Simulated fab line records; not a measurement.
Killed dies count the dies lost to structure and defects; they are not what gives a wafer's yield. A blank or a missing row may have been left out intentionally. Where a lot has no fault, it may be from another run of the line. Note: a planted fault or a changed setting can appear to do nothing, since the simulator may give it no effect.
Which tool did it? ; flow rit-cmos ; route of 202 steps, sampled at 1 step: 6 lots, 18 wafers

== WHAT THE GAUGES SHOWED, per wafer ==
RIT_ACTIVE_BOW_MEAS_00.
lot;measured;on;INCOMING_BOW (um)
L429;day 1 20:00;film-metro-02;3 10 -7
L431;day 2 06:00;film-metro-01;3 2 10
L433;day 2 16:00;film-metro-04;1 7 11
L442;day 4 13:00;film-metro-01;10 12 0
L445;day 5 04:02;film-metro-04;13 14 -4
L448;day 5 19:01;film-metro-04;-12 4 5

== TOOL THAT RAN EACH LOT (tool first, then ch and the chambers of the sampled wafers, then the start) ==
The record shows no process step preceding these readings.

== THE ANSWER, worked out from the rows above alone ==
Rule: the lots themselves supply what counts as usual. Put in order of their means at a reading, lots are off if they are a third of the lots or fewer, leave a main group of 4 or more, and stand apart from it by a gap of 3 or more times the standard deviation of the main group's means; of several such gaps the widest counts. A main group is skipped when, at the precision printed for the reading in the tables above, its means are all equal. Also off: a lot with no number at a reading for which 4 or more lots have one. All remaining lots with rows at the step are treated as sound.
No lot is off on any of the readings shown, so nothing can be concluded from this.

== WHAT THE SIMULATOR PUT IN ==
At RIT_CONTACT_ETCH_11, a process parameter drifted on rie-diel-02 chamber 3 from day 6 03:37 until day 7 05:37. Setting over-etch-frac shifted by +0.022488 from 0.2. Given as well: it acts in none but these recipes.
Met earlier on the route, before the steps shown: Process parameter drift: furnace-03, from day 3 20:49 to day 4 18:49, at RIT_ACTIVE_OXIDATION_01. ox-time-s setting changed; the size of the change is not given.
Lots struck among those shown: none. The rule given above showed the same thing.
